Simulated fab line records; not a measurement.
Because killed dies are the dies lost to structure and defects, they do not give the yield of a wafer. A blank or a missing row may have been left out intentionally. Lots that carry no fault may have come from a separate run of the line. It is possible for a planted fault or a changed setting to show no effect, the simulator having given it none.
Which of the tools did it? -- flow berkeley_cmos170 -- 15 lots, 45 wafers sampled, at 2 steps of a route of 331

WHAT THE GAUGES READ, wafer by wafer
UCB170_M3_THK_MEAS_03: measures by xrf. Usual: M3_AL_THK gives 895 nm (standard deviation 12).
lot,measured,on,M3_AL_THK (nm),flag
L517,day 7 12:16,film_metro-02,911 898 897,
L519,day 8 10:58,film_metro-04,875 884 880,
L520,day 8 23:35,film_metro-02,880 901 887,
L521,day 9 00:40,film_metro-04,892 903 890,
L522,day 9 00:12,film_metro-03,891 902 894,
L523,day 9 08:01,film_metro-02,916 895 912,
L524,day 9 12:35,film_metro-04,885 868 902,
L525,day 9 15:37,film_metro-04,893 888 902,
L526,day 9 19:25,film_metro-02,909 913 901,
L528,day 10 10:34,film_metro-03,905 900 905,
L529,day 10 10:41,film_metro-02,895 908 908,
L534,day 11 08:45,film_metro-04,884 899 892,
L535,day 11 16:13,film_metro-04,864 900 889,
L538,day 12 12:02,film_metro-03,883 887 887,
L539,day 12 12:22,film_metro-02,899 910 911,

WHICH TOOL RAN EACH LOT (tool, then ch and the chambers of the sampled wafers, then the start)
lot,UCB170_CONTACT_ETCH_18
L517,"rie_diel-03 ch 0,3, day 6 16:00"
L519,"rie_diel-01 ch 1,2,3, day 7 17:00"
L520,"rie_diel-03 ch 0,1,3, day 8 06:00"
L521,"rie_diel-02 ch 1,3, day 8 07:00"
L522,"rie_diel-02 ch 1,3, day 8 08:00"
L523,"rie_diel-01 ch 1,3, day 8 15:00"
L524,"rie_diel-02 ch 0,3, day 8 16:00"
L525,"rie_diel-01 ch 1,2,3, day 9 01:00"
L526,"rie_diel-03 ch 0,1, day 9 02:00"
L528,"rie_diel-01 ch 0,1, day 9 16:00"
L529,"rie_diel-02 ch 1,3, day 9 16:00"
L534,"rie_diel-02 ch 1,3, day 10 17:00"
L535,"rie_diel-02 ch 0,1,3, day 10 20:00"
L538,"rie_diel-02 ch 0,1,3, day 11 20:00"
L539,"rie_diel-03 ch 2,3, day 11 20:00"
- UCB170_CONTACT_ETCH_18: etches PSG in CHF3/CF4/Ar, stops on TiSi2, target depth 840 nm, time 195 s.

WHAT THE TOOLS THEMSELVES READ (means of the sampled wafers that have a number; where no wafer has one, the mark that the record gives instead)
UCB170_CONTACT_ETCH_18. Usual: CHF3_flow_sccm 45.00 sccm, standard deviation 0.14; drypump_motor_current_A 5.8 A, standard deviation 0.58; oes_product_au 0.894 a.u., standard deviation 0.013; throttle_valve_pct 6.91 %, standard deviation 0.12.
lot,tool,CHF3_flow_sccm (sccm),drypump_motor_current_A (A),oes_product_au (a.u.),throttle_valve_pct (%),flag
L517,rie_diel-03,45.17,5.4,0.887,7.01,
L519,rie_diel-01,45.15,5.8,0.888,6.81,
L520,rie_diel-03,44.93,5.7,0.899,7.01,
L521,rie_diel-02,45.00,6.1,0.887,6.90,
L522,rie_diel-02,44.99,6.1,0.889,6.91,
L523,rie_diel-01,45.03,5.9,0.877,6.73,
L524,rie_diel-02,45.00,6.1,0.890,6.84,
L525,rie_diel-01,45.14,5.8,0.883,6.81,
L526,rie_diel-03,44.87,6.1,0.900,7.01,
L528,rie_diel-01,44.86,6.6,0.902,6.71,
L529,rie_diel-02,45.03,5.6,0.879,6.98,
L534,rie_diel-02,45.10,5.6,0.883,6.97,
L535,rie_diel-02,44.92,5.6,0.896,6.91,
L538,rie_diel-02,44.83,5.6,0.893,6.90,
L539,rie_diel-03,45.10,5.5,0.901,6.94,

THE ANSWER, worked out from the rows above alone
Rule: a lot is off if the mean of its wafers that have a number lies more than 3 standard deviations from the usual mean. A lot without any number at a reading at which 4 lots or more have one is off too. Any other lot the step has rows for is counted as sound. The gauges are gone through in route order, then the tools' own readings, and for those a lot's mean is taken as printed above. The first step at which some lot is off is used, and at that step the reading that is off furthest; a lot without a number counts as furthest.
Nothing can be told from this: no lot is off at any reading shown.

WHAT HAD BEEN PUT IN BY THE SIMULATOR
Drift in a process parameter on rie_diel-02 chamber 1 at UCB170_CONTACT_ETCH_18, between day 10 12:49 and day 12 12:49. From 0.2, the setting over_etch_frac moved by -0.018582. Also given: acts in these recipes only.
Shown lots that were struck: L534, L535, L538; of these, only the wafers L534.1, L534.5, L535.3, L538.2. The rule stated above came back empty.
